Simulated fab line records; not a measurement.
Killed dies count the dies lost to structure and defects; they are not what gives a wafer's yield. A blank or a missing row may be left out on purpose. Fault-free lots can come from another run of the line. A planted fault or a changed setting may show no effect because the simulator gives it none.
Split-lot trial	flow rit-cmos	23 wafers read from 5 lots, route of 202 steps

== ON THE SPLIT ==
At RIT_NRETRO_COAT_01 (resist thk 1300 nm), the setting spin-rpm was moved away from the recipe's 2000 rpm on 10 of the 23 wafers read, by -3.3% to +6.7%. For the rest of the wafers, this setting stayed at what the recipe calls for.

The split's own step is where the reading is taken.

== THE READING ==
NOVOLAK_of_NRETRO_COAT_01.thk-nm (the simulator's own value, which no gauge read), in nm, at RIT_NRETRO_COAT_01 (resist thk 1300 nm). The file gives no usual value for it. Here, 13 wafers ran the recipe; their average is 1299 nm with a standard deviation of 4 nm.

wafer	tool, chamber at the split	spin-rpm as run, rpm	against the recipe	NOVOLAK_of_NRETRO_COAT_01.thk-nm, nm	against lot-mates on the recipe
L074.2	litho-track-01, 0	2000	recipe	1297	-
L074.4	litho-track-01, 0	2000	recipe	1292	-
L074.6	litho-track-01, 0	2000	recipe	1298	-
L076.1	litho-track-03, 0	2058	+2.9%	1283	-16
L076.3	litho-track-03, 0	2058	+2.9%	1283	-16
L076.2	litho-track-03, 0	2000	recipe	1301	-
L076.5	litho-track-03, 0	2058	+2.9%	1281	-18
L076.6	litho-track-03, 0	2000	recipe	1298	-
L079.1	litho-track-03, 0	2000	recipe	1296	-
L079.2	litho-track-03, 0	2000	recipe	1300	-
L079.3	litho-track-03, 0	2135	+6.7%	1258	-42
L079.4	litho-track-03, 0	2135	+6.7%	1260	-40
L079.6	litho-track-03, 0	2000	recipe	1303	-
L080.1	litho-track-01, 0	2124	+6.2%	1266	-40
L080.2	litho-track-01, 0	2000	recipe	1306	-
L080.3	litho-track-01, 0	2000	recipe	1306	-
L080.4	litho-track-01, 0	2124	+6.2%	1267	-39
L080.6	litho-track-01, 0	2124	+6.2%	1265	-41
L084.1	litho-track-01, 0	2000	recipe	1298	-
L084.2	litho-track-01, 0	1933	-3.3%	1317	+21
L084.4	litho-track-01, 0	2000	recipe	1296	-
L084.5	litho-track-01, 0	1933	-3.3%	1322	+26
L084.6	litho-track-01, 0	2000	recipe	1295	-

THE FIT
A straight line over all 23 wafers: NOVOLAK_of_NRETRO_COAT_01.thk-nm changes by -5.68 nm for each +1% of spin-rpm; r = -0.98; the points scatter about the line by 3.5 nm.
The same after taking each lot's own level away (the mean of its wafers on the recipe; 23 wafers): -6.34 nm for each +1%; r = -0.99; scatter 2.1 nm.
On that fit, the largest move of spin-rpm shifts the reading by 43 nm.
Across the lots, their own levels run from 1295.7 to 1306.0 nm, a range of 2.6 times the standard deviation given above.
In other words, the slope is changed by the lot-to-lot level; the two fits disagree.
Check: with one of the wafers moved furthest among these (+6.7%) left out of the fit, the line predicts -42.6 nm for it against its lot-mates. It came out at -41.7 nm against them.

== ADDITIONAL SPLITS CARRIED BY THESE WAFERS ==
Other splits were also applied to these wafers ahead of the reading. Each is held against what the fit with the lots' levels taken away leaves over:
other split on the same wafers	wafers away from the commonest value	r with NOVOLAK_of_NRETRO_COAT_01.thk-nm (lot level and that fit taken away)
RIT_ACTIVE_COAT_06 spin-rpm	7	+0.01
RIT_ACTIVE_SOFTBAKE_07 temp-c	8	+0.08
RIT_FOX2_OXIDATION_00 ox-time-s	18	+0.04
RIT_NWELL_COAT_01 resist-thk-nm	10	+0.13
RIT_NWELL_IMPLANT_08 energy-kev	7	-0.20

== FILE'S OWN FIT ==
NOVOLAK_of_NRETRO_COAT_01.thk-nm changes by -6.31 nm for each +1% of spin-rpm, r = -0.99.
